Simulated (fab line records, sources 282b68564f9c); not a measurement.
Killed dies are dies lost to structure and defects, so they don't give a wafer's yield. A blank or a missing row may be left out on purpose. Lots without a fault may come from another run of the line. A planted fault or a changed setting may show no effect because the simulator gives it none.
Which tool did it? | flow rit_cmos | 7 lots, 21 wafers sampled, at 4 steps of a route of 202

WHAT THE GAUGES READ, wafer by wafer
RIT_M1_BOW_MEAS_16.
lot  | measured    | on            | M1_BOW (um)
L344 | day 4 00:54 | film_metro-02 | 26 24 13
L346 | day 4 16:25 | film_metro-02 | 23 31 13
L355 | day 6 06:41 | film_metro-02 | 6 23 16
L358 | day 7 10:47 | film_metro-04 | 8 22 20
L360 | day 7 21:01 | film_metro-02 | 13 22 18
L362 | day 8 06:03 | film_metro-01 | 15 29 10
L365 | day 8 16:34 | film_metro-01 | 15 22 14

WHICH TOOL RAN EACH LOT (tool, then ch and the chambers of the sampled wafers, then the start)
lot  | RIT_ACTIVE_ETCH_13                | RIT_NLDD_STRIP_09                   | RIT_PLDD_EXPOSE_03
L344 | rie_diel-04 ch 0,2, day 2 04:14   | plasma_asher-01 ch 1, day 3 09:55   | iline_stepper-02, day 3 10:45
L346 | rie_diel-01 ch 0,1,3, day 2 13:11 | plasma_asher-01 ch 0,1, day 3 23:55 | iline_stepper-02 ch 0, day 4 00:44
L355 | rie_diel-04 ch 1,2,3, day 4 08:13 | plasma_asher-01 ch 0,1, day 5 14:33 | iline_stepper-01 ch 0, day 5 15:22
L358 | rie_diel-02 ch 2,3, day 5 01:27   | plasma_asher-04 ch 0,1, day 6 17:54 | iline_stepper-01 ch 0, day 6 18:44
L360 | rie_diel-04 ch 0,1,2, day 5 09:41 | plasma_asher-04 ch 0,1, day 7 04:56 | iline_stepper-02 ch 0, day 7 05:58
L362 | rie_diel-04 ch 0,2,3, day 5 21:10 | plasma_asher-02 ch 0,1, day 7 13:06 | iline_stepper-01 ch 0, day 7 13:55
L365 | rie_diel-01 ch 0,3, day 6 15:13   | plasma_asher-02 ch 0,1, day 8 00:20 | iline_stepper-02 ch 0, day 8 01:01
- RIT_ACTIVE_ETCH_13: etches Si3N4 in SF6, stops on SiO2, time 210 s, target depth 210 nm.
- RIT_NLDD_STRIP_09: strips in O2, time 180 s.
- RIT_PLDD_EXPOSE_03: exposes mask M8, target cd 40900 nm.

THE ANSWER, worked out from the rows above alone
Rule: what is usual is taken from the lots themselves. Put in order of their means at a reading, lots are off if they are a third of the lots or fewer, leave a main group of 4 or more, and stand apart from it by a gap of 3 or more times the standard deviation of the main group's means; of several such gaps the widest counts. A main group whose means are all the same, to the digits that the tables above print for the reading, isn't used. A lot without any number at a reading at which 4 lots or more have one is off too. The other lots that the step has rows for count as sound.
No lot is off at any reading shown: from this, nothing can be told.

WHAT THE SIMULATOR HAD PUT IN
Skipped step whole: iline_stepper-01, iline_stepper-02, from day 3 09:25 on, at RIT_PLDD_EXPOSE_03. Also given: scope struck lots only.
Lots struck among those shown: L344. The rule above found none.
